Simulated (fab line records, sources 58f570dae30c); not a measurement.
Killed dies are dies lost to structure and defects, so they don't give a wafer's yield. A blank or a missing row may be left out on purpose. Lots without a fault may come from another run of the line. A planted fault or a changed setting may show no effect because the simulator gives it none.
Which tool did it? | flow berkeley_cmos170 | 14 lots, 42 wafers sampled, at 2 steps of a route of 331

WHAT THE GAUGES READ, wafer by wafer
UCB170_NLDD_CD_MEAS_06: target cd 1200 nm. Usual: cd_nm 1199.6 nm, standard deviation 1.4.
lot  | measured     | on        | cd_nm (nm)                                | flag
L650 | day 6 06:20  | cd_sem-02 | 1200.9 1199.7 1199.9                      |
L649 | day 6 06:28  | cd_sem-01 | 1198.0 1199.4 1199.3                      |
L652 | day 6 10:25  | cd_sem-02 | 1198.2 1197.1 1197.9                      |
L653 | day 6 18:59  | cd_sem-02 | 1201.7 1202.3 1200.8                      |
L655 | day 6 19:35  | cd_sem-02 | 1202.2 1202.5 1203.0                      |
L657 | day 7 11:19  | cd_sem-01 | 1198.0 1198.7 1197.8                      |
L656 | day 7 12:16  | cd_sem-02 | 1198.3 1199.5 1198.6                      |
L658 | day 7 18:34  | cd_sem-02 | 1197.9 1196.7 1198.4                      |
L659 | day 8 06:07  | cd_sem-01 | 1200.3 1200.4 1200.9                      |
L660 | day 8 06:40  | cd_sem-01 | 1199.2 1199.6 1200.4                      |
L665 | day 9 09:37  | cd_sem-02 | 1211.3 1210.7 1212.2 1211.2 1210.6 1212.2 | OFF
L664 | day 9 09:53  | cd_sem-01 | 1209.3 1210.4 1209.6 1209.4 1210.7 1209.6 | OFF
L671 | day 10 14:05 | cd_sem-02 | 1199.1 1197.1 1197.4                      |
L672 | day 11 04:48 | cd_sem-02 | 1200.5 1199.9 1200.2                      |

WHICH TOOL RAN EACH LOT (tool, then ch and the chambers of the sampled wafers, then the start)
lot  | UCB170_NLDD_PEB_04
L650 | litho_track-02 ch 0, day 6 06:04
L649 | litho_track-04 ch 0, day 6 06:11
L652 | litho_track-02 ch 0, day 6 10:08
L653 | litho_track-04 ch 0, day 6 18:43
L655 | litho_track-02 ch 0, day 6 19:16
L657 | litho_track-04 ch 0, day 7 11:02
L656 | litho_track-04 ch 0, day 7 12:00
L658 | litho_track-01 ch 0, day 7 18:17
L659 | litho_track-01 ch 0, day 8 05:50
L660 | litho_track-01 ch 0, day 8 06:23
L665 | litho_track-01 ch 0, day 9 09:21
L664 | litho_track-01 ch 0, day 9 09:37
L671 | litho_track-04 ch 0, day 10 13:49
L672 | litho_track-04 ch 0, day 11 04:32
- UCB170_NLDD_PEB_04

WHAT THE TOOLS THEMSELVES READ (means of the sampled wafers that have a number; where no wafer has one, the mark that the record gives instead)
UCB170_NLDD_PEB_04. Usual: heater_power_total_W 56.81 W, standard deviation 0.043; plate_temp_C 130.02 C, standard deviation 0.15; resist_line_temp_C 23.01 C, standard deviation 0.11.
lot  | tool           | heater_power_total_W (W) | plate_temp_C (C) | resist_line_temp_C (C) | flag
L650 | litho_track-02 | 56.80                    | 130.22           | 22.92                  |
L649 | litho_track-04 | 56.83                    | 130.17           | 23.09                  |
L652 | litho_track-02 | 56.82                    | 129.80           | 23.16                  |
L653 | litho_track-04 | 56.82                    | 130.05           | 23.08                  |
L655 | litho_track-02 | 56.79                    | 130.02           | 22.87                  |
L657 | litho_track-04 | 56.76                    | 130.15           | 23.00                  |
L656 | litho_track-04 | 56.83                    | 129.85           | 22.99                  |
L658 | litho_track-01 | 56.80                    | 130.19           | 22.91                  |
L659 | litho_track-01 | 56.81                    | 130.10           | 23.06                  |
L660 | litho_track-01 | 56.80                    | 129.97           | 23.05                  |
L665 | litho_track-01 | 57.73                    | 131.63           | 23.04                  | OFF
L664 | litho_track-01 | 57.74                    | 131.56           | 22.93                  | OFF
L671 | litho_track-04 | 56.80                    | 130.08           | 23.02                  |
L672 | litho_track-04 | 56.80                    | 129.84           | 23.12                  |

THE ANSWER, worked out from the rows above alone
Rule: a lot is off if the mean of its wafers that have a number lies more than 3 standard deviations from the usual mean. A lot without any number at a reading at which 4 lots or more have one is off too. The other lots that the step has rows for count as sound. The gauges are gone through in route order, then the tools' own readings, and for those a lot's mean is taken as printed above. The first step at which some lot is off is used, and at that step the reading that is off furthest; a lot without a number counts as furthest.
Off: L665, L664, at UCB170_NLDD_CD_MEAS_06 (cd_nm).
A tool fits if, at a process step before that reading, it ran every lot that is off, and no sound lot after the first of them. The gauges at UCB170_NLDD_CD_MEAS_06 aren't tried: what is off there is off at UCB170_NLDD_PEB_04 too, on other tools, and a gauge's error can't cause that. One fits: litho_track-01 at UCB170_NLDD_PEB_04. Its last sound lot is L660 (day 8 06:23), its first lot that is off L665 (day 9 09:21): a fault that began between those two fits.
The tool's own readings at UCB170_NLDD_PEB_04 bear it out: on the lots that are off they differ by more than 5 times the standard deviation of the sound lots' means. heater_power_total_W reads 57.73 W there against 56.80 W on the sound lots; plate_temp_C reads 131.59 C there against 130.04 C on the sound lots.

WHAT THE SIMULATOR HAD PUT IN
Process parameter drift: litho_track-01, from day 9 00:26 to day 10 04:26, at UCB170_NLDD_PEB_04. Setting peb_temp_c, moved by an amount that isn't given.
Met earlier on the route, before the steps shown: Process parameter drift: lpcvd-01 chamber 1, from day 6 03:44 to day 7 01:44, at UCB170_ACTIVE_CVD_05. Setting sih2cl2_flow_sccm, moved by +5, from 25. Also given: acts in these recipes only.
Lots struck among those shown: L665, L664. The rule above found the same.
